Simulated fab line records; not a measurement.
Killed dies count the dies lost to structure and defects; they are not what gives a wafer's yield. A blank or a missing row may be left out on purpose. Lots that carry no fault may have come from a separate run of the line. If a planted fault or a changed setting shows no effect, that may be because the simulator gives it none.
fab line records	flow rit_cmos
record lots=14	wafers=42	last_day=8
route steps=202 shown PWELL@45 NLDD@111 SILICIDE@167 M1@202
lots with no fault: from the same line, run without faults
start_h: start of the lot's first displayed wafer, in hours after the record's first day	wait_h: time in hours since the lot's previous step	" as in the row above	L1.1+2: several wafers, shown together as one row	- no value, or no start was given	* or withheld: withheld	< > ~ a bound
route shown NAME@n: a module of which the file shows steps, and the number in the route of the first	usual: average and standard deviation across the fault-free wafers	same: alike in all rows	chamber/n: place in a boat	sites: readings site by site	_std_site: the standard deviation of these	_edge_site: the outer-site mean with the inner-site mean subtracted	radius_mm: how far each site lies from the wafer's centre	mask NAME#n: copy n	behind: the tool/chamber that last shaped the wafer	hold: why the lot went on hold/how many hours it stayed there/how the hold came to an end	device: transistor that didn't switch, given as n, p or np	end of line: tests of these same wafers at the route's end	a step with no rows: only its recipe	killed: dies that structure and defects cost at the first sort, which is not the same as the wafer's yield	map: dies across one wafer; x = killed, . = not, _ = none there
set.NAME: the setting as run; set.NAME@STEP: as run at that earlier step	model.NAME: the simulator's own value behind a step, which no gauge read
steps of the route over a sample of lots; a table a step, a row a wafer
services: the hour from which a tool's chamber was out of use, counted from the record's first day as start_h (under 0 if before that day), plus the number of hours and why
## steps
# step RIT_PWELL_OVL_MEAS_06
# usual PWELL_OVL=0.2/1.4
lot.wafer	tool	chamber	start_h	wait_h	PWELL_OVL[nm]
L668.2	overlay-02	-	23.56	-	1.1
L668.3	"	-	"	"	0.4
L668.5	"	-	"	"	0.6
L669.1	overlay-02	-	28.76	-	-1.3
L669.2	"	-	"	"	-1.8
L669.4	"	-	"	"	0.6
L670.1	overlay-02	-	34.31	-	-1.3
L670.2	"	-	"	"	-1.0
L670.6	"	-	"	"	-1.1
L673.2	overlay-01	-	47.07	-	1.4
L673.3	"	-	"	"	1.7
L673.5	"	-	"	"	3.2
L674.1	overlay-01	-	52.94	-	-1.7
L674.4	"	-	"	"	0.1
L674.6	"	-	"	"	-0.5
L675.2	overlay-01	-	60.96	-	-0.5
L675.3	"	-	"	"	-0.4
L675.4	"	-	"	"	-0.4
L677.2	overlay-02	-	67.42	-	1.4
L677.4	"	-	"	"	-0.3
L677.5	"	-	"	"	0.7
L679.2	overlay-01	-	77.11	-	-0.4
L679.4	"	-	"	"	0.8
L679.5	"	-	"	"	0.4
L680.2	overlay-02	-	82.90	-	-1.0
L680.4	"	-	"	"	0.8
L680.6	"	-	"	"	1.0
L682.2	overlay-02	-	92.94	-	0.2
L682.4	"	-	"	"	-1.3
L682.5	"	-	"	"	0.2
L683.1	overlay-01	-	98.64	-	1.5
L683.5	"	-	"	"	1.9
L683.6	"	-	"	"	1.8
L689.3	overlay-02	-	129.40	-	-2.1
L689.4	"	-	"	"	-1.0
L689.5	"	-	"	"	-1.6
L690.1	overlay-01	-	137.33	-	-0.5
L690.3	"	-	"	"	1.0
L690.5	"	-	"	"	0.6
L691.1	overlay-02	-	141.38	-	0.6
L691.2	"	-	"	"	0.3
L691.3	"	-	"	"	-0.1
# step RIT_NLDD_IMPLANT_08
# recipe species=P	energy_kev=20	dose_cm2=4.929e+14	tilt_deg=7
# usual beam_energy_keV=20.001/0.0056
lot.wafer	tool	chamber	start_h	wait_h	beam_energy_keV
L668.2	implanter-01	0	47.17	0.1	19.996
L668.3	"	0	"	"	19.991
L668.5	"	0	"	"	19.995
L669.1	implanter-01	0	48.74	0.1	19.994
L669.2	"	0	"	"	20.006
L669.4	"	0	"	"	20.004
L670.1	implanter-02	0	54.70	0.1	20.009
L670.2	"	0	"	"	20.005
L670.6	"	0	"	"	20.001
L673.2	implanter-04	0	67.44	0.1	19.990
L673.3	"	0	"	"	20.007
L673.5	"	0	"	"	20.000
L674.1	implanter-04	0	71.72	0.1	20.004
L674.4	"	0	"	"	20.014
L674.6	"	0	"	"	20.005
L675.2	implanter-04	0	82.17	0.1	19.989
L675.3	"	0	"	"	20.002
L675.4	"	0	"	"	19.996
L677.2	implanter-02	0	87.68	0.1	19.996
L677.4	"	0	"	"	19.999
L677.5	"	0	"	"	20.000
L679.2	implanter-04	0	98.31	0.1	20.001
L679.4	"	0	"	"	20.003
L679.5	"	0	"	"	19.996
L680.2	implanter-02	0	101.44	0.1	20.006
L680.4	"	0	"	"	20.003
L680.6	"	0	"	"	20.009
L682.2	implanter-02	0	111.85	0.1	19.991
L682.4	"	0	"	"	19.998
L682.5	"	0	"	"	20.005
L683.1	implanter-02	0	121.07	0.1	20.002
L683.5	"	0	"	"	20.008
L683.6	"	0	"	"	20.001
L689.3	implanter-01	0	154.94	0.1	19.662
L689.4	"	0	"	"	19.653
L689.5	"	0	"	"	19.656
L690.1	implanter-01	0	159.69	0.1	19.651
L690.3	"	0	"	"	19.644
L690.5	"	0	"	"	19.657
L691.1	implanter-02	0	167.32	0.1	20.005
L691.2	"	0	"	"	19.998
L691.3	"	0	"	"	19.997
# step RIT_NLDD_TW_MEAS_10
# usual NLDD_TW=2496/30
lot.wafer	tool	chamber	start_h	wait_h	NLDD_TW
L668.2	film_metro-01	-	47.48	0.1	2493
L668.3	"	-	"	"	2500
L668.5	"	-	"	"	2513
L669.1	film_metro-01	-	49.07	0.1	2514
L669.2	"	-	"	"	2529
L669.4	"	-	"	"	2526
L670.1	film_metro-01	-	55.03	0.1	2523
L670.2	"	-	"	"	2503
L670.6	"	-	"	"	2532
L673.2	film_metro-01	-	67.75	0.1	2515
L673.3	"	-	"	"	2518
L673.5	"	-	"	"	2518
L674.1	film_metro-01	-	72.04	0.1	2517
L674.4	"	-	"	"	2522
L674.6	"	-	"	"	2529
L675.2	film_metro-04	-	82.48	0.1	2456
L675.3	"	-	"	"	2457
L675.4	"	-	"	"	2442
L677.2	film_metro-04	-	87.99	0.1	2458
L677.4	"	-	"	"	2444
L677.5	"	-	"	"	2448
L679.2	film_metro-03	-	98.62	0.1	2511
L679.4	"	-	"	"	2508
L679.5	"	-	"	"	2511
L680.2	film_metro-01	-	101.75	0.1	2530
L680.4	"	-	"	"	2524
L680.6	"	-	"	"	2527
L682.2	film_metro-01	-	112.16	0.1	2516
L682.4	"	-	"	"	2511
L682.5	"	-	"	"	2517
L683.1	film_metro-01	-	121.40	0.1	2506
L683.5	"	-	"	"	2508
L683.6	"	-	"	"	2513
L689.3	film_metro-04	-	155.24	0.1	2424
L689.4	"	-	"	"	2442
L689.5	"	-	"	"	2427
L690.1	film_metro-04	-	160.02	0.1	2418
L690.3	"	-	"	"	2422
L690.5	"	-	"	"	2413
L691.1	film_metro-03	-	167.65	0.1	2501
L691.2	"	-	"	"	2500
L691.3	"	-	"	"	2500
# step RIT_SILICIDE_RTA_06
# recipe temp_c=750	time_s=10	idle_temp_c=25	ramp_up_s=5	ramp_down_s=10	cool_to_c=25	ambient=N2
# usual anneal_temp_c_max=754.1/1.6	chamber_o2_ppm=1.999/0.023	wafer_temp_C_max=753.4/0.91
lot.wafer	tool	chamber	start_h	wait_h	anneal_temp_c_max	chamber_o2_ppm	wafer_temp_C_max
L668.2	rtp_anneal-02	0	57.07	0.0	754.6	1.985	753.5
L668.3	"	0	"	"	753.2	1.993	753.0
L668.5	"	0	"	"	752.3	2.022	752.9
L669.1	rtp_anneal-01	0	59.65	0.0	755.5	2.000	754.3
L669.2	"	0	"	"	755.8	1.999	754.6
L669.4	"	0	"	"	756.3	2.017	753.5
L670.1	rtp_anneal-02	0	63.26	0.0	752.6	2.000	752.8
L670.2	"	0	"	"	753.0	2.033	753.2
L670.6	"	0	"	"	752.9	2.050	752.8
L673.2	rtp_anneal-01	0	76.20	0.0	755.1	2.003	754.2
L673.3	"	0	"	"	754.7	2.037	754.5
L673.5	"	0	"	"	754.8	2.010	753.1
L674.1	rtp_anneal-02	0	80.32	0.0	752.7	2.002	754.2
L674.4	"	0	"	"	752.4	2.020	752.4
L674.6	"	0	"	"	753.4	2.001	752.9
L675.2	rtp_anneal-01	0	90.69	0.0	754.9	2.050	754.2
L675.3	"	0	"	"	755.4	2.014	753.8
L675.4	"	0	"	"	757.3	1.997	754.9
L677.2	rtp_anneal-01	0	96.35	0.0	755.4	2.009	754.5
L677.4	"	0	"	"	756.6	2.008	754.6
L677.5	"	0	"	"	755.4	1.985	754.1
L679.2	rtp_anneal-02	0	106.93	0.0	752.9	1.964	752.5
L679.4	"	0	"	"	752.8	1.966	753.2
L679.5	"	0	"	"	752.6	1.968	753.3
L680.2	rtp_anneal-01	0	110.07	0.0	755.7	1.975	753.1
L680.4	"	0	"	"	754.8	1.948	753.4
L680.6	"	0	"	"	755.7	1.954	754.3
L682.2	rtp_anneal-01	0	120.49	0.0	755.7	1.976	755.3
L682.4	"	0	"	"	754.9	1.983	753.7
L682.5	"	0	"	"	753.9	1.995	753.7
L683.1	rtp_anneal-02	0	130.40	0.0	752.1	1.997	752.5
L683.5	"	0	"	"	753.4	1.992	754.8
L683.6	"	0	"	"	752.0	2.024	753.4
L689.3	rtp_anneal-02	0	164.73	0.0	753.0	1.997	752.8
L689.4	"	0	"	"	752.7	1.993	752.3
L689.5	"	0	"	"	753.1	2.012	752.9
L690.1	rtp_anneal-01	0	169.83	0.0	756.1	1.999	755.0
L690.3	"	0	"	"	755.1	1.963	754.1
L690.5	"	0	"	"	756.2	1.998	754.2
L691.1	rtp_anneal-02	0	176.28	0.0	753.1	2.027	752.0
L691.2	"	0	"	"	753.9	1.983	752.6
L691.3	"	0	"	"	753.5	2.014	752.8
# step RIT_M1_PROBE_99
# usual killed_at_contacts=0.1/0.3	killed_at_front_end=6.5/2.9	killed_dies=6.6/3	killed_on_rim=1.6/1.3	killed_open=3.3/2	killed_short=3.3/1.9
# same gross_dies=264	killed_at_M0_to_M3=0	killed_at_M4_up=0	killed_at_back_side=0	killed_at_other=0
lot.wafer	tool	chamber	start_h	wait_h	killed_at_contacts	killed_at_front_end	killed_dies	killed_on_rim	killed_open	killed_short
L668.2	prober-01	-	63.72	0.1	0	6	6	2	1	5
L668.3	prober-01	-	63.77	0.2	0	4	4	0	3	1
L668.5	prober-01	-	63.87	0.2	1	6	7	2	4	3
L669.1	prober-02	-	66.18	0.1	0	4	4	2	3	1
L669.2	prober-02	-	66.23	0.1	0	12	12	5	5	7
L669.4	prober-02	-	66.33	0.2	0	4	4	1	2	2
L670.1	prober-01	-	70.48	0.1	0	6	6	1	4	2
L670.2	prober-01	-	70.53	0.1	0	5	5	2	1	4
L670.6	prober-01	-	70.73	0.2	0	9	9	0	3	6
L673.2	prober-02	-	83.72	0.1	0	9	9	2	5	4
L673.3	prober-02	-	83.77	0.2	0	12	12	4	6	6
L673.5	prober-02	-	83.87	0.2	0	10	10	2	7	3
L674.1	prober-01	-	86.64	0.1	0	10	10	3	7	3
L674.4	prober-01	-	86.79	0.2	0	5	5	1	3	2
L674.6	prober-01	-	86.89	0.2	0	9	9	2	4	5
L675.2	prober-02	-	100.04	0.1	0	7	7	1	2	5
L675.3	prober-02	-	100.09	0.2	0	7	7	3	3	4
L675.4	prober-02	-	100.14	0.2	0	7	7	1	3	4
L677.2	prober-02	-	104.17	0.1	0	4	4	0	1	3
L677.4	prober-02	-	104.27	0.2	0	2	2	0	2	0
L677.5	prober-02	-	104.31	0.2	0	4	4	0	2	2
L679.2	prober-02	-	113.71	0.1	0	8	8	0	3	5
L679.4	prober-02	-	113.81	0.2	0	5	5	1	4	1
L679.5	prober-02	-	113.86	0.2	0	4	4	1	1	3
L680.2	prober-01	-	116.43	0.1	0	2	2	1	1	1
L680.4	prober-01	-	116.53	0.2	0	5	5	2	3	2
L680.6	prober-01	-	116.63	0.2	0	12	12	3	7	5
L682.2	prober-01	-	129.44	0.1	1	8	9	3	5	4
L682.4	prober-01	-	129.54	0.2	0	5	5	2	2	3
L682.5	prober-01	-	129.59	0.2	0	5	5	0	4	1
L683.1	prober-02	-	136.72	0.1	0	8	8	1	4	4
L683.5	prober-02	-	136.92	0.2	0	7	7	2	3	4
L683.6	prober-02	-	136.97	0.2	0	15	15	2	7	8
L689.3	prober-02	-	171.53	0.2	0	9	9	3	3	6
L689.4	prober-02	-	171.58	0.2	0	5	5	1	2	3
L689.5	prober-02	-	171.63	0.2	0	7	7	1	5	2
L690.1	prober-01	-	177.53	0.1	0	6	6	0	4	2
L690.3	prober-01	-	177.63	0.2	0	8	8	1	5	3
L690.5	prober-01	-	177.73	0.2	1	6	7	3	5	2
L691.1	prober-02	-	184.11	0.1	0	5	5	2	0	5
L691.2	prober-02	-	184.16	0.1	1	3	4	2	2	2
L691.3	prober-02	-	184.21	0.2	0	6	6	2	2	4
# killed by level:class
L668.2 GATE:geometric_particle:short=4 FOX1:geometric_particle:short=1 GATE:geometric_particle:open=1
L668.3 FOX1:geometric_particle:open=3 GATE:geometric_particle:short=1
L668.5 FOX1:geometric_particle:open=2 GATE:geometric_particle:short=1 SPACER:geometric_particle:open=1 SPACER:geometric_particle:short=1 SILICIDE:geometric_particle:open=1 CONTACT:geometric_particle:short=1
L669.1 GATE:geometric_particle:open=1 GATE:geometric_particle:short=1 REOX:geometric_particle:open=1 SPACER:geometric_particle:open=1
L669.2 GATE:geometric_particle:short=6 GATE:geometric_particle:open=4 REOX:geometric_particle:open=1 REOX:geometric_particle:short=1
L669.4 GATE:geometric_particle:short=2 GATE:geometric_particle:open=2
L670.1 SPACER:geometric_particle:open=2 GATE:geometric_particle:open=1 GATE:geometric_particle:short=1 SILICIDE:geometric_particle:open=1 SILICIDE:geometric_particle:short=1
L670.2 SPACER:geometric_particle:short=2 FOX2:geometric_particle:short=1 SPACER:geometric_particle:open=1 SILICIDE:geometric_particle:short=1
L670.6 GATE:geometric_particle:short=3 FOX2:geometric_particle:short=1 FOX2:geometric_particle:open=1 GATE:geometric_particle:open=1 REOX:geometric_particle:short=1 SPACER:geometric_particle:short=1 SILICIDE:geometric_particle:open=1
L673.2 GATE:geometric_particle:open=3 GATE:geometric_particle:short=2 SILICIDE:geometric_particle:open=2 SILICIDE:geometric_particle:short=2
L673.3 GATE:geometric_particle:short=4 SILICIDE:geometric_particle:open=3 REOX:geometric_particle:open=2 SILICIDE:geometric_particle:short=2 GATE:geometric_particle:open=1
L673.5 GATE:geometric_particle:open=3 SILICIDE:geometric_particle:open=3 SILICIDE:geometric_particle:short=2 GATE:geometric_particle:short=1 REOX:geometric_particle:open=1
L674.1 FOX1:geometric_particle:short=2 FOX1:geometric_particle:open=2 SILICIDE:geometric_particle:open=2 FOX2:geometric_particle:open=1 GATE:geometric_particle:open=1 SPACER:geometric_particle:short=1 SPACER:geometric_particle:open=1
L674.4 GATE:geometric_particle:open=2 ACTIVE:geometric_particle:short=1 SILICIDE:geometric_particle:open=1 SILICIDE:geometric_particle:short=1
L674.6 FOX2:geometric_particle:open=2 FOX2:geometric_particle:short=2 SPACER:geometric_particle:short=2 FOX1:geometric_particle:open=1 SPACER:geometric_particle:open=1 SILICIDE:geometric_particle:short=1
L675.2 GATE:geometric_particle:short=4 REOX:geometric_particle:open=1 REOX:geometric_particle:short=1 SILICIDE:geometric_particle:open=1
L675.3 GATE:geometric_particle:short=3 GATE:geometric_particle:open=2 FOX2:geometric_particle:open=1 FOX2:geometric_particle:short=1
L675.4 GATE:geometric_particle:short=3 GATE:geometric_particle:open=3 SILICIDE:geometric_particle:short=1
L677.2 GATE:geometric_particle:short=2 FOX2:geometric_particle:short=1 GATE:geometric_particle:open=1
L677.4 FOX1:geometric_particle:open=1 GATE:geometric_particle:open=1
L677.5 SILICIDE:geometric_particle:short=2 REOX:geometric_particle:open=1 SPACER:geometric_particle:open=1
L679.2 GATE:geometric_particle:short=2 FOX2:geometric_particle:short=1 FOX2:geometric_particle:open=1 GATE:geometric_particle:open=1 REOX:geometric_particle:short=1 SPACER:geometric_particle:open=1 SPACER:geometric_particle:short=1
L679.4 FOX1:geometric_particle:short=1 FOX2:geometric_particle:open=1 GATE:geometric_particle:open=1 REOX:geometric_particle:open=1 SILICIDE:geometric_particle:open=1
L679.5 FOX2:geometric_particle:short=2 FOX2:geometric_particle:open=1 SPACER:geometric_particle:short=1
L680.2 FOX1:geometric_particle:short=1 GATE:geometric_particle:open=1
L680.4 GATE:geometric_particle:open=2 FOX1:geometric_particle:short=1 REOX:geometric_particle:open=1 SPACER:geometric_particle:short=1
L680.6 REOX:geometric_particle:open=4 GATE:geometric_particle:short=2 FOX1:geometric_particle:short=1 FOX1:geometric_particle:open=1 GATE:geometric_particle:open=1 SPACER:geometric_particle:short=1 SILICIDE:geometric_particle:open=1 SILICIDE:geometric_particle:short=1
L682.2 FOX1:geometric_particle:short=3 SPACER:geometric_particle:open=2 FOX2:geometric_particle:open=1 GATE:geometric_particle:open=1 REOX:geometric_particle:short=1 CONTACT:geometric_particle:open=1
L682.4 REOX:geometric_particle:open=2 SPACER:geometric_particle:short=2 REOX:geometric_particle:short=1
L682.5 SPACER:geometric_particle:open=3 FOX1:geometric_particle:short=1 FOX2:geometric_particle:open=1
L683.1 REOX:geometric_particle:short=4 GATE:geometric_particle:open=2 FOX1:geometric_particle:open=1 REOX:geometric_particle:open=1
L683.5 REOX:geometric_particle:open=2 FOX1:geometric_particle:short=1 FOX2:geometric_particle:open=1 FOX2:geometric_particle:short=1 GATE:geometric_particle:short=1 SPACER:geometric_particle:short=1
L683.6 FOX2:geometric_particle:open=3 GATE:geometric_particle:short=3 FOX1:geometric_particle:short=2 REOX:geometric_particle:short=2 FOX1:geometric_particle:open=1 FOX2:geometric_particle:short=1 GATE:geometric_particle:open=1 REOX:geometric_particle:open=1
L689.3 FOX1:geometric_particle:short=3 FOX1:geometric_particle:open=2 GATE:geometric_particle:open=1 GATE:geometric_particle:short=1 REOX:geometric_particle:short=1 SPACER:geometric_particle:short=1
L689.4 GATE:geometric_particle:open=2 FOX1:geometric_particle:short=1 FOX2:geometric_particle:short=1 SPACER:geometric_particle:short=1
L689.5 GATE:geometric_particle:open=2 SILICIDE:geometric_particle:short=2 FOX1:geometric_particle:open=1 FOX2:geometric_particle:open=1 SILICIDE:geometric_particle:open=1
L690.1 GATE:geometric_particle:open=3 GATE:geometric_particle:short=1 REOX:geometric_particle:short=1 SILICIDE:geometric_particle:open=1
L690.3 GATE:geometric_particle:open=2 SPACER:geometric_particle:open=2 FOX1:geometric_particle:short=1 FOX2:geometric_particle:open=1 GATE:geometric_particle:short=1 SPACER:geometric_particle:short=1
L690.5 REOX:geometric_particle:open=2 FOX1:geometric_particle:short=1 GATE:geometric_particle:open=1 GATE:geometric_particle:short=1 SILICIDE:geometric_particle:open=1 CONTACT:geometric_particle:open=1
L691.1 GATE:geometric_particle:short=2 REOX:geometric_particle:short=2 SPACER:geometric_particle:short=1
L691.2 GATE:geometric_particle:short=1 REOX:geometric_particle:open=1 SILICIDE:geometric_particle:open=1 CONTACT:geometric_particle:short=1
L691.3 GATE:geometric_particle:open=2 GATE:geometric_particle:short=2 ACTIVE:geometric_particle:short=1 REOX:geometric_particle:short=1
## services
tool	chamber	start_h	hours	kind
implanter-02	-	67.45	3.0	pm
rtp_anneal-01	-	102.32	4.2	pm
implanter-01	-	103.08	9.0	pm
implanter-04	-	152.88	2.5	pm
implanter-02	-	158.56	2.1	repair
## key
first_sign step=RIT_NLDD_IMPLANT_08	reading=beam_energy_keV	direction=down	sigmas=62	usual=20.001	struck=19.654
effect none on later readings
met_at RIT_NLDD_IMPLANT_08
struck_lots L689,L690
tester_left_out L689,L690
not_acting_at RIT_PWELL_OVL_MEAS_06,RIT_NLDD_TW_MEAS_10,RIT_SILICIDE_RTA_06
onset_between 48.74 154.94
fault kind=process_parameter_drift	tool=implanter-01	chamber=-	onset_h=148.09	steps=RIT_NLDD_IMPLANT_08	channel=energy_kev	offset=-0.34631	shape=step	end_h=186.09	acts_in=these_recipes_only	stated=20
# tester_left_out: of these lots the tester's yield and bins aren't shown, on N5 and GAA mostly nor the transistor test; their killed dies are dies lost to structure and defects alone, not to doping, threshold or leakage, so they don't give the yield
